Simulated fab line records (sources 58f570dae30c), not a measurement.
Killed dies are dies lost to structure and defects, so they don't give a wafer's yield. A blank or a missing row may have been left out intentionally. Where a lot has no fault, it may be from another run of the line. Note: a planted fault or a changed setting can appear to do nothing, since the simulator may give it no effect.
fab line records -- flow berkeleyCmos170 -- part 1 of 2: steps 1 to 32 of 45
[record] lots = 5, wafers = 15, lastDay = 11
route steps=331 shown ACTIVE@60 PFIELD@79 FIELD@89 SACOX@97 SCREENOX@100 NVT@104
lots that met no fault: taken from a fault-free run of the same line
startH: the number of hours between the record's first day and the start of the first shown wafer of the lot -- waitH: time in hours since the lot's previous step -- " unchanged from the row above -- L1.1+2: one row covering several wafers at once -- - no value, or no start given -- * or withheld: withheld -- < > ~ a bound
route shown NAME@n: NAME is a module with steps in the file, n the number in the route of the first one -- usual: mean and standard deviation over wafers with no fault -- same: alike in all rows -- chamber/n: place in a boat -- sites: readings site by site -- _std_site: standard deviation across them -- _edge_site: inner sites' mean taken away from outer sites' mean -- radiusMm: for every site, how far away it sits from the centre of the wafer -- mask NAME#n: copy n -- behind: the tool/chamber that last shaped the wafer -- hold: why the lot was held/for how many hours/how that ended -- device: which transistor (n, p or np) failed to switch -- end of line: at the end of the route, the tests of the same wafers -- for a step that has no rows: nothing shown but its recipe -- killed: count of dies lost to structure and defects at first sort (not the wafer's yield) -- map: a wafer's dies, x killed, . not, _ none there
set.NAME: the setting the step ran with; set.NAME@STEP: the setting that earlier step ran with -- model.NAME: the simulator's own value behind a step, which no gauge read
a table for each step, a row for each wafer; lots at some steps of the route
services: the hour from which a tool's chamber was out of use, counted from the record's first day as startH (under 0 if before that day), plus the number of hours and why
[[steps]]
[step UCB170_ACTIVE_CLEAN_00]
[recipe] chemistry = SPM, tempC = 120, timeS = 600
lot.wafer,tool,chamber,startH,waitH
L080.2+3+5,wetBench-03,1,88.61,0.0
L082.1+4+6,wetBench-01,3,106.02,0.0
L088.4+5+6,wetBench-02,1,133.28,0.2
L089.1+2+4,wetBench-02,3,133.28,0.2
L095.3+4+6,wetBench-02,3,173.29,0.5
[step UCB170_ACTIVE_CLEAN_01]
[recipe] chemistry = dHF, dilution = 25:1, timeS = 60
lot.wafer,tool,chamber,startH,waitH
L080.2+3+5,wetBench-03,2,88.96,0.2
L082.1+4+6,wetBench-02,3,106.19,0.0
L088.4+5+6,wetBench-02,1,134.17,0.7
L089.1+2+4,wetBench-02,0,134.17,0.7
L095.3+4+6,wetBench-02,3,173.66,0.2
[step UCB170_ACTIVE_OXIDATION_02]
[recipe] tempC = 1000, ambient = O2, targetThkA = 264, oxTimeS = 1260
[usual] zonePowerSourcePct = 32.0/0.86
lot.wafer,tool,chamber,startH,waitH,zonePowerSourcePct
L080.2,furnace-02,0,90.63,1.6,34.0
L080.3,furnace-02,0,90.63,1.6,34.0
L080.5,furnace-02,0,90.63,1.6,33.9
L082.1,furnace-04,0,111.06,4.8,33.0
L082.4,furnace-04,0,111.06,4.8,31.9
L082.6,furnace-04,0,111.06,4.8,32.2
L088.4,furnace-04,0,134.86,0.7,31.9
L088.5,furnace-04,0,134.86,0.7,32.2
L088.6,furnace-04,0,134.86,0.7,32.5
L089.1,furnace-04,0,134.86,0.7,33.0
L089.2,furnace-04,0,134.86,0.7,32.6
L089.4,furnace-04,0,134.86,0.7,32.1
L095.3,furnace-03,0,175.09,1.4,31.4
L095.4,furnace-03,0,175.09,1.4,32.1
L095.6,furnace-03,0,175.09,1.4,31.6
[step UCB170_ACTIVE_THK_MEAS_03]
[recipe] reads = SiO2_of_ACTIVE_OXIDATION_02
[usual] ACTIVE_OXIDE_THK = 26.6/0.55
lot.wafer,tool,chamber,startH,waitH,ACTIVE_OXIDE_THK[nm]
L080.2,filmMetro-03,-,91.99,0.0,26.3
L080.3,filmMetro-03,-,91.99,0.0,25.9
L080.5,filmMetro-03,-,91.99,0.0,26.4
L082.1,filmMetro-01,-,112.41,0.0,27.2
L082.4,filmMetro-01,-,112.41,0.0,27.6
L082.6,filmMetro-01,-,112.41,0.0,27.8
L089.1,filmMetro-03,-,136.21,0.0,26.9
L089.2,filmMetro-03,-,136.21,0.0,26.6
L089.4,filmMetro-03,-,136.21,0.0,27.1
L088.4,filmMetro-02,-,136.24,0.0,26.7
L088.5,filmMetro-02,-,136.24,0.0,26.9
L088.6,filmMetro-02,-,136.24,0.0,26.6
L095.3,filmMetro-02,-,176.46,0.0,27.2
L095.4,filmMetro-02,-,176.46,0.0,26.8
L095.6,filmMetro-02,-,176.46,0.0,27.1
[step UCB170_ACTIVE_ANNEAL_04]
[recipe] tempC = 1000, timeS = 900, ambient = N2
[usual] zonePowerSourcePct = 32.7/1.1
lot.wafer,tool,chamber,startH,waitH,zonePowerSourcePct
L080.2,furnace-03,0,94.53,2.5,31.4
L080.3,furnace-03,0,94.53,2.5,32.0
L080.5,furnace-03,0,94.53,2.5,31.7
L082.1,furnace-04,0,113.91,1.5,32.0
L082.4,furnace-04,0,113.91,1.5,32.7
L082.6,furnace-04,0,113.91,1.5,32.6
L088.4,furnace-02,0,138.35,2.1,33.7
L088.5,furnace-02,0,138.35,2.1,34.0
L088.6,furnace-02,0,138.35,2.1,33.8
L089.1,furnace-02,0,138.35,2.1,34.4
L089.2,furnace-02,0,138.35,2.1,33.8
L089.4,furnace-02,0,138.35,2.1,33.3
L095.3,furnace-02,0,178.22,1.8,34.2
L095.4,furnace-02,0,178.22,1.8,34.1
L095.6,furnace-02,0,178.22,1.8,33.9
[step UCB170_ACTIVE_CVD_05]
[recipe] material = Si3N4, targetThkNm = 220, tempC = 800, precursor = SiH2Cl2/NH3, timeS = 3300, pressureMtorr = 200, sih2cl2FlowSccm = 25, nh3FlowSccm = 75
[usual] zonePowerSourcePct = 21.0/2.1
lot.wafer,tool,chamber,startH,waitH,zonePowerSourcePct
L080.2,lpcvd-01,0,95.78,0.0,22.8
L080.3,lpcvd-01,0,95.78,0.0,22.8
L080.5,lpcvd-01,0,95.78,0.0,22.6
L082.1,lpcvd-02,1,115.16,0.0,21.1
L082.4,lpcvd-02,1,115.16,0.0,21.2
L082.6,lpcvd-02,1,115.16,0.0,21.1
L088.4,lpcvd-01,1,139.60,0.0,21.6
L088.5,lpcvd-01,1,139.60,0.0,21.8
L088.6,lpcvd-01,1,139.60,0.0,22.0
L089.1,lpcvd-01,0,139.60,0.0,22.9
L089.2,lpcvd-01,0,139.60,0.0,22.9
L089.4,lpcvd-01,0,139.60,0.0,22.7
L095.3,lpcvd-01,1,179.47,0.0,21.6
L095.4,lpcvd-01,1,179.47,0.0,21.8
L095.6,lpcvd-01,1,179.47,0.0,21.7
[step UCB170_ACTIVE_THK_MEAS_06]
[recipe] reads = Si3N4_of_ACTIVE_CVD_05
[usual] ACTIVE_NITRIDE_THK = 219.0/2.1
lot.wafer,tool,chamber,startH,waitH,ACTIVE_NITRIDE_THK[nm]
L080.2,filmMetro-02,-,97.71,0.0,218.1
L080.3,filmMetro-02,-,97.71,0.0,218.6
L080.5,filmMetro-02,-,97.71,0.0,218.0
L082.1,filmMetro-03,-,117.07,0.0,221.8
L082.4,filmMetro-03,-,117.07,0.0,220.3
L082.6,filmMetro-03,-,117.07,0.0,219.2
L089.1,filmMetro-01,-,142.48,0.0,219.7
L089.2,filmMetro-01,-,142.48,0.0,221.9
L089.4,filmMetro-01,-,142.48,0.0,220.8
L088.4,filmMetro-03,-,142.51,0.0,216.1
L088.5,filmMetro-03,-,142.51,0.0,216.5
L088.6,filmMetro-03,-,142.51,0.0,215.8
L095.3,filmMetro-03,-,182.37,0.0,219.3
L095.4,filmMetro-03,-,182.37,0.0,218.9
L095.6,filmMetro-03,-,182.37,0.0,220.7
[step UCB170_ACTIVE_HMDS_07]
[recipe] primeTimeS = 60, primeTempC = 100
[same] primeTimeS = 60
lot.wafer,tool,chamber,startH,waitH
L080.2+3+5,lithoTrack-01,0,98.07,0.4
L082.1+4+6,lithoTrack-03,0,117.87,0.8
L089.1+2+4,lithoTrack-02,0,142.54,0.1
L088.4+5+6,lithoTrack-03,0,142.84,0.3
L095.3+4+6,lithoTrack-02,0,182.81,0.4
[step UCB170_ACTIVE_COAT_08]
[recipe] resist = KrF, spinRpm = 1500, resistThkNm = 900
lot.wafer,tool,chamber,startH,waitH
L080.2+3+5,lithoTrack-01,0,98.22,0.1
L082.1+4+6,lithoTrack-03,0,118.02,0.1
L089.1+2+4,lithoTrack-02,0,142.69,0.1
L088.4+5+6,lithoTrack-03,0,142.99,0.1
L095.3+4+6,lithoTrack-02,0,182.96,0.1
[step UCB170_ACTIVE_SOFTBAKE_09]
[recipe] resist = KrF, tempC = 130, timeS = 60
lot.wafer,tool,chamber,startH,waitH
L080.2+3+5,lithoTrack-01,0,98.37,0.1
L082.1+4+6,lithoTrack-03,0,118.17,0.1
L089.1+2+4,lithoTrack-02,0,142.84,0.1
L088.4+5+6,lithoTrack-03,0,143.14,0.1
L095.3+4+6,lithoTrack-02,0,183.11,0.1
[step UCB170_ACTIVE_EXPOSE_10]
[recipe] maskId = ACTIVE, targetCdNm = 1200, na = 0.5, sigmaOuter = 0.6, sourceShape = conventional, doseMj = 20
[same] na = 0.5
lot.wafer,tool,chamber,startH,waitH,mask
L080.2+3+5,krfScanner-02,0,98.52,0.1,ACTIVE#0
L082.1+4+6,krfScanner-01,0,118.45,0.2,ACTIVE#0
L089.1+2+4,krfScanner-01,0,142.99,0.1,ACTIVE#0
L088.4+5+6,krfScanner-02,0,143.40,0.2,ACTIVE#0
L095.3+4+6,krfScanner-02,0,183.26,0.1,ACTIVE#0
[step UCB170_ACTIVE_PEB_11]
[recipe] pebTempC = 130, pebTimeS = withheld, resist = KrF
lot.wafer,tool,chamber,startH,waitH
L080.2+3+5,lithoTrack-01,0,99.02,0.5
L082.1+4+6,lithoTrack-01,0,119.30,0.8
L089.1+2+4,lithoTrack-02,0,143.10,0.1
L088.4+5+6,lithoTrack-03,0,143.53,0.1
L095.3+4+6,lithoTrack-02,0,183.55,0.3
[step UCB170_ACTIVE_DEVELOP_12]
[recipe] developer = TMAH, developTimeS = 45, resist = KrF, devTempC = 21
[same] developTimeS = 45
lot.wafer,tool,chamber,startH,waitH
L080.2+3+5,lithoTrack-01,0,-,-
L082.1+4+6,lithoTrack-01,0,-,-
L089.1+2+4,lithoTrack-02,0,-,-
L088.4+5+6,lithoTrack-03,0,-,-
L095.3+4+6,lithoTrack-02,0,-,-
[step UCB170_ACTIVE_CD_MEAS_13]
[recipe] targetCdNm = 1200
[usual] cdNm = 1199.4/1.5
lot.wafer,tool,chamber,startH,waitH,cdNm
L080.2,cdSem-02,-,99.29,-,1200.3
L080.3,cdSem-02,-,99.29,-,1199.9
L080.5,cdSem-02,-,99.29,-,1200.7
L082.1,cdSem-01,-,119.57,-,1198.7
L082.4,cdSem-01,-,119.57,-,1197.5
L082.6,cdSem-01,-,119.57,-,1199.0
L089.1,cdSem-01,-,143.38,-,1199.8
L089.2,cdSem-01,-,143.38,-,1199.1
L089.4,cdSem-01,-,143.38,-,1201.1
L088.4,cdSem-02,-,143.82,-,1199.5
L088.5,cdSem-02,-,143.82,-,1199.8
L088.6,cdSem-02,-,143.82,-,1199.1
L095.3,cdSem-02,-,183.81,-,1200.0
L095.4,cdSem-02,-,183.81,-,1200.9
L095.6,cdSem-02,-,183.81,-,1199.1
[step UCB170_ACTIVE_OVL_MEAS_14]
[usual] ACTIVE_OVL = -2/5.9
lot.wafer,tool,chamber,startH,waitH,ACTIVE_OVL[nm]
L080.2,overlay-02,-,99.40,0.1,-3
L080.3,overlay-02,-,99.40,0.1,-4
L080.5,overlay-02,-,99.40,0.1,5
L082.1,overlay-01,-,119.69,0.1,-7
L082.4,overlay-01,-,119.69,0.1,-10
L082.6,overlay-01,-,119.69,0.1,-8
L089.1,overlay-02,-,143.50,0.1,-5
L089.2,overlay-02,-,143.50,0.1,-7
L089.4,overlay-02,-,143.50,0.1,-4
L088.4,overlay-02,-,143.90,0.1,6
L088.5,overlay-02,-,143.90,0.1,2
L088.6,overlay-02,-,143.90,0.1,2
L095.3,overlay-01,-,183.91,0.1,-4
L095.4,overlay-01,-,183.91,0.1,5
L095.6,overlay-01,-,183.91,0.1,3
[step UCB170_ACTIVE_ETCH_15]
[recipe] chemistry = CH3F/Ar/O2, target = Si3N4, stopOn = SiO2, CH3F_flow_sccm = 20, Ar_flow_sccm = 50, O2_flow_sccm = 7, pressureMtorr = 50, rfW = 450, targetDepthA = 2420, overEtchFrac = 0.1, timeS = 151
[usual] drypumpMotorCurrentA = 5.8/0.43, oesProductAu = 0.940/0.019, throttleValvePct = 8.08/0.17
lot.wafer,tool,chamber,startH,waitH,drypumpMotorCurrentA,oesProductAu,rfHoursCounterH,throttleValvePct
L080.2,rieDiel-04,3,99.43,0.0,6.5,0.950,135,8.27
L080.3,rieDiel-04,0,99.43,0.0,6.1,0.917,128,7.93
L080.5,rieDiel-04,3,99.43,0.0,6.5,0.948,-,8.27
L082.1,rieDiel-02,2,119.73,0.0,5.4,0.980,122,7.80
L082.4,rieDiel-02,0,119.73,0.0,5.4,0.924,148,8.33
L082.6,rieDiel-02,0,119.73,0.0,5.4,0.923,-,8.33
L089.1,rieDiel-04,3,143.53,0.0,6.5,0.954,138,8.27
L089.2,rieDiel-04,1,143.53,0.0,6.1,0.924,72,8.04
L089.4,rieDiel-04,2,143.53,0.0,6.0,0.942,104,8.14
L088.4,rieDiel-01,2,143.92,0.0,5.1,0.937,16,7.86
L088.5,rieDiel-01,2,143.92,0.0,5.1,0.950,-,7.86
L088.6,rieDiel-01,3,143.92,0.0,6.5,0.941,-,8.09
L095.3,rieDiel-01,0,183.93,0.0,5.7,0.924,17,8.24
L095.4,rieDiel-01,1,183.93,0.0,6.0,0.966,3,8.16
L095.6,rieDiel-01,2,183.93,0.0,5.1,0.965,-,7.87
[step UCB170_ACTIVE_STRIP_16]
[recipe] chemistry = O2, powerW = 400, pressureMtorr = 3500, platenTempC = withheld, o2FlowSccm = 400, overashFraction = 0.5
[usual] drypumpMotorCurrentA = 5.53/0.11, oesProductAu = 0.721/0.0044, stripTimeToEndpointS = 18.05/0.06
lot.wafer,tool,chamber,startH,waitH,drypumpMotorCurrentA,oesProductAu,rfHoursCounterH,stripTimeToEndpointS
L080.2,plasmaAsher-03,0,99.53,0.1,5.42,0.724,34,18.10
L080.3,plasmaAsher-03,1,99.53,0.1,5.68,0.719,-,18.02
L080.5,plasmaAsher-03,1,99.53,0.1,5.68,0.719,-,18.16
L082.1,plasmaAsher-03,1,119.83,0.1,5.68,0.721,0,18.01
L082.4,plasmaAsher-03,1,119.83,0.1,5.71,0.735,-,18.03
L082.6,plasmaAsher-03,0,119.83,0.1,5.41,0.718,-,18.07
L089.1,plasmaAsher-02,0,143.63,0.1,5.58,0.729,38,18.05
L089.2,plasmaAsher-02,1,143.63,0.1,5.52,0.717,38,18.04
L089.4,plasmaAsher-02,0,143.63,0.1,5.54,0.723,-,18.12
L088.4,plasmaAsher-03,0,144.05,0.1,5.39,0.720,-,18.04
L088.5,plasmaAsher-03,0,144.05,0.1,5.41,0.730,-,18.11
L088.6,plasmaAsher-03,1,144.05,0.1,5.72,0.721,-,17.97
L095.3,plasmaAsher-02,1,184.06,0.1,5.52,0.722,-,18.11
L095.4,plasmaAsher-02,0,184.06,0.1,5.56,0.718,-,18.10
L095.6,plasmaAsher-02,0,184.06,0.1,5.60,0.719,-,18.01
[step UCB170_ACTIVE_CD_MEAS_90]
[recipe] targetCdNm = 1200
[usual] cdNm = 1199.4/1.5
lot.wafer,tool,chamber,startH,waitH,cdNm
L080.2,cdSem-01,-,99.65,0.1,1200.9
L080.3,cdSem-01,-,99.65,0.1,1200.4
L080.5,cdSem-01,-,99.65,0.1,1201.3
L082.1,cdSem-02,-,119.93,0.1,1198.6
L082.4,cdSem-02,-,119.93,0.1,1197.4
L082.6,cdSem-02,-,119.93,0.1,1198.6
L089.1,cdSem-01,-,143.82,0.2,1200.0
L089.2,cdSem-01,-,143.82,0.2,1198.9
L089.4,cdSem-01,-,143.82,0.2,1200.5
L088.4,cdSem-01,-,144.18,0.1,1199.7
L088.5,cdSem-01,-,144.18,0.1,1199.7
L088.6,cdSem-01,-,144.18,0.1,1199.3
L095.3,cdSem-02,-,184.17,0.1,1200.8
L095.4,cdSem-02,-,184.17,0.1,1201.0
L095.6,cdSem-02,-,184.17,0.1,1199.1
[step UCB170_ACTIVE_CLEAN_17]
[recipe] chemistry = SPM, tempC = 120, timeS = 600
lot.wafer,tool,chamber,startH,waitH
L080.2+3+5,wetBench-02,2,99.85,0.2
L082.1+4+6,wetBench-01,0,120.05,0.1
L088.4+5+6,wetBench-02,0,144.43,0.2
L089.1+2+4,wetBench-02,1,144.43,0.6
L095.3+4+6,wetBench-03,2,184.32,0.1
[step UCB170_PFIELD_HMDS_00]
[recipe] primeTimeS = 60, primeTempC = 100
[same] primeTimeS = 60
lot.wafer,tool,chamber,startH,waitH
L080.2+3+5,lithoTrack-02,0,100.25,0.2
L082.1+4+6,lithoTrack-02,0,120.95,0.7
L089.1+2+4,lithoTrack-02,0,144.62,0.0
L088.4+5+6,lithoTrack-04,0,144.69,0.1
L095.3+4+6,lithoTrack-04,0,184.55,0.1
[step UCB170_PFIELD_COAT_01]
[recipe] resist = KrF, spinRpm = 1500, resistThkNm = 900
lot.wafer,tool,chamber,startH,waitH
L080.2+3+5,lithoTrack-02,0,100.40,0.1
L082.1+4+6,lithoTrack-02,0,121.10,0.1
L089.1+2+4,lithoTrack-02,0,144.77,0.1
L088.4+5+6,lithoTrack-04,0,144.84,0.1
L095.3+4+6,lithoTrack-04,0,184.70,0.1
[step UCB170_PFIELD_SOFTBAKE_02]
[recipe] resist = KrF, tempC = 130, timeS = 60
lot.wafer,tool,chamber,startH,waitH
L080.2+3+5,lithoTrack-02,0,100.55,0.1
L082.1+4+6,lithoTrack-02,0,121.25,0.1
L089.1+2+4,lithoTrack-02,0,144.92,0.1
L088.4+5+6,lithoTrack-04,0,144.99,0.1
L095.3+4+6,lithoTrack-04,0,184.85,0.1
[step UCB170_PFIELD_EXPOSE_03]
[recipe] maskId = PFIELD, na = 0.5, sigmaOuter = 0.6, sourceShape = conventional, targetCdNm = 1500, doseMj = 30
[same] na = 0.5
lot.wafer,tool,chamber,startH,waitH,mask
L080.2+3+5,krfScanner-02,0,100.69,0.1,PFIELD#0
L082.1+4+6,krfScanner-01,0,121.40,0.1,PFIELD#0
L089.1+2+4,krfScanner-01,0,145.07,0.1,PFIELD#0
L088.4+5+6,krfScanner-02,0,145.37,0.3,PFIELD#0
L095.3+4+6,krfScanner-01,0,185.04,0.2,PFIELD#0
[step UCB170_PFIELD_PEB_04]
[recipe] pebTempC = 130, pebTimeS = withheld, resist = KrF
lot.wafer,tool,chamber,startH,waitH
L080.2+3+5,lithoTrack-03,0,101.14,0.4
L082.1+4+6,lithoTrack-04,0,121.94,0.5
L089.1+2+4,lithoTrack-02,0,145.19,0.1
L088.4+5+6,lithoTrack-02,0,145.54,0.1
L095.3+4+6,lithoTrack-03,0,185.17,0.1
[step UCB170_PFIELD_DEVELOP_05]
[recipe] developer = TMAH, developTimeS = 45, resist = KrF, devTempC = 21
[same] developTimeS = 45
lot.wafer,tool,chamber,startH,waitH
L080.2+3+5,lithoTrack-03,0,-,-
L082.1+4+6,lithoTrack-04,0,-,-
L089.1+2+4,lithoTrack-02,0,-,-
L088.4+5+6,lithoTrack-02,0,-,-
L095.3+4+6,lithoTrack-03,0,-,-
[step UCB170_PFIELD_OVL_MEAS_06]
[usual] PFIELD_OVL = 0/5.7
lot.wafer,tool,chamber,startH,waitH,PFIELD_OVL[nm]
L080.2,overlay-02,-,101.40,-,-2
L080.3,overlay-02,-,101.40,-,6
L080.5,overlay-02,-,101.40,-,-3
L082.1,overlay-01,-,122.22,-,2
L082.4,overlay-01,-,122.22,-,3
L082.6,overlay-01,-,122.22,-,4
L089.1,overlay-01,-,145.46,-,-2
L089.2,overlay-01,-,145.46,-,-5
L089.4,overlay-01,-,145.46,-,-1
L088.4,overlay-02,-,145.75,-,0
L088.5,overlay-02,-,145.75,-,1
L088.6,overlay-02,-,145.75,-,0
L095.3,overlay-02,-,185.40,-,7
L095.4,overlay-02,-,185.40,-,-5
L095.6,overlay-02,-,185.40,-,1
[step UCB170_PFIELD_IMPLANT_07]
[recipe] species = B, doseCm2 = 2e+13, energyKev = 80, tiltDeg = 7
[usual] beamEnergyKeV = 80.000/0.024
[same] implantIonAmu = 11
lot.wafer,tool,chamber,startH,waitH,beamEnergyKeV
L080.2,implanter-03,0,101.46,0.0,80.000
L080.3,implanter-03,0,101.46,0.0,79.977
L080.5,implanter-03,0,101.46,0.0,79.994
L082.1,implanter-03,0,122.25,0.0,79.951
L082.4,implanter-03,0,122.25,0.0,80.022
L082.6,implanter-03,0,122.25,0.0,79.995
L089.1,implanter-02,0,145.50,0.0,80.007
L089.2,implanter-02,0,145.50,0.0,79.997
L089.4,implanter-02,0,145.50,0.0,80.037
L088.4,implanter-01,0,145.85,0.1,79.992
L088.5,implanter-01,0,145.85,0.1,79.991
L088.6,implanter-01,0,145.85,0.1,80.007
L095.3,implanter-03,0,185.48,0.1,79.988
L095.4,implanter-03,0,185.48,0.1,80.016
L095.6,implanter-03,0,185.48,0.1,79.968
[step UCB170_PFIELD_STRIP_08]
[recipe] chemistry = O2, powerW = 400, pressureMtorr = 3500, platenTempC = withheld, o2FlowSccm = 400, overashFraction = 0.5
[usual] drypumpMotorCurrentA = 5.56/0.26, oesProductAu = 0.734/0.0048, stripTimeToEndpointS = 21.64/0.056
lot.wafer,tool,chamber,startH,waitH,drypumpMotorCurrentA,oesProductAu,rfHoursCounterH,stripTimeToEndpointS
L080.2,plasmaAsher-04,1,101.58,0.1,5.24,0.727,43,21.65
L080.3,plasmaAsher-04,0,101.58,0.1,6.05,0.738,-,21.63
L080.5,plasmaAsher-04,0,101.58,0.1,6.07,0.737,-,21.64
L082.1,plasmaAsher-04,0,122.40,0.1,6.04,0.728,46,21.73
L082.4,plasmaAsher-04,1,122.40,0.1,5.23,0.736,-,21.69
L082.6,plasmaAsher-04,1,122.40,0.1,5.24,0.734,-,21.65
L089.1,plasmaAsher-01,0,145.65,0.1,5.45,0.730,45,21.56
L089.2,plasmaAsher-01,1,145.65,0.1,5.37,0.728,45,21.57
L089.4,plasmaAsher-01,0,145.65,0.1,5.44,0.733,-,21.58
L088.4,plasmaAsher-02,0,145.95,0.1,5.58,0.734,-,21.64
L088.5,plasmaAsher-02,1,145.95,0.1,5.53,0.735,-,21.59
L088.6,plasmaAsher-02,0,145.95,0.1,5.58,0.726,-,21.62
L095.3,plasmaAsher-04,0,185.61,0.1,6.04,0.740,-,21.65
L095.4,plasmaAsher-04,1,185.61,0.1,5.24,0.733,-,21.55
L095.6,plasmaAsher-04,1,185.61,0.1,5.23,0.733,-,21.59
[step UCB170_PFIELD_TW_MEAS_09]
[usual] PFIELD_TW = 599/5
lot.wafer,tool,chamber,startH,waitH,PFIELD_TW
L080.2,filmMetro-04,-,101.69,0.1,603
L080.3,filmMetro-04,-,101.69,0.1,601
L080.5,filmMetro-04,-,101.69,0.1,604
L082.1,filmMetro-01,-,122.50,0.1,597
L082.4,filmMetro-01,-,122.50,0.1,598
L082.6,filmMetro-01,-,122.50,0.1,595
L089.1,filmMetro-02,-,145.75,0.1,604
L089.2,filmMetro-02,-,145.75,0.1,603
L089.4,filmMetro-02,-,145.75,0.1,605
L088.4,filmMetro-04,-,146.05,0.1,598
L088.5,filmMetro-04,-,146.05,0.1,598
L088.6,filmMetro-04,-,146.05,0.1,596
L095.3,filmMetro-04,-,185.70,0.1,598
L095.4,filmMetro-04,-,185.70,0.1,600
L095.6,filmMetro-04,-,185.70,0.1,603
[step UCB170_FIELD_CLEAN_00]
[recipe] chemistry = dHF, dilution = 25:1, timeS = 7.5
lot.wafer,tool,chamber,startH,waitH
L080.2+3+5,wetBench-01,1,101.74,0.0
L082.1+4+6,wetBench-04,3,122.63,0.1
L089.1+2+4,wetBench-02,1,145.81,0.1
L088.4+5+6,wetBench-04,1,146.08,0.0
L095.3+4+6,wetBench-04,1,187.11,1.4
[step UCB170_FIELD_OXIDATION_01]
[recipe] tempC = 1000, ambient = H2O, pH2oTorr = 584.62, targetThkA = 5583, oxTimeS = 7200
[usual] zonePowerSourcePct = 35/3.3
lot.wafer,tool,chamber,startH,waitH,zonePowerSourcePct
L080.2,furnace-01,0,105.34,3.6,39
L080.3,furnace-01,0,105.34,3.6,38
L080.5,furnace-01,0,105.34,3.6,39
L082.1,furnace-01,0,123.04,0.4,39
L082.4,furnace-01,0,123.04,0.4,38
L082.6,furnace-01,0,123.04,0.4,39
L088.4,furnace-04,0,149.09,3.0,32
L088.5,furnace-04,0,149.09,3.0,33
L088.6,furnace-04,0,149.09,3.0,32
L089.1,furnace-04,0,149.09,3.3,33
L089.2,furnace-04,0,149.09,3.3,32
L089.4,furnace-04,0,149.09,3.3,33
L095.3,furnace-01,0,188.14,1.0,38
L095.4,furnace-01,0,188.14,1.0,38
L095.6,furnace-01,0,188.14,1.0,38
[step UCB170_FIELD_THK_MEAS_02]
[recipe] reads = SiO2_of_FIELD_OXIDATION_01
[usual] FIELD_OXIDE_THK = 557/10
lot.wafer,tool,chamber,startH,waitH,FIELD_OXIDE_THK[nm]
L080.2,filmMetro-02,-,108.35,0.0,541
L080.3,filmMetro-02,-,108.35,0.0,545
L080.5,filmMetro-02,-,108.35,0.0,531
L082.1,filmMetro-03,-,126.04,0.0,548
L082.4,filmMetro-03,-,126.04,0.0,551
L082.6,filmMetro-03,-,126.04,0.0,549
L089.1,filmMetro-04,-,152.09,0.0,575
L089.2,filmMetro-04,-,152.09,0.0,584
L089.4,filmMetro-04,-,152.09,0.0,583
L088.4,filmMetro-03,-,152.12,0.0,547
L088.5,filmMetro-03,-,152.12,0.0,560
L088.6,filmMetro-03,-,152.12,0.0,553
L095.3,filmMetro-04,-,191.16,0.0,548
L095.4,filmMetro-04,-,191.16,0.0,551
L095.6,filmMetro-04,-,191.16,0.0,539
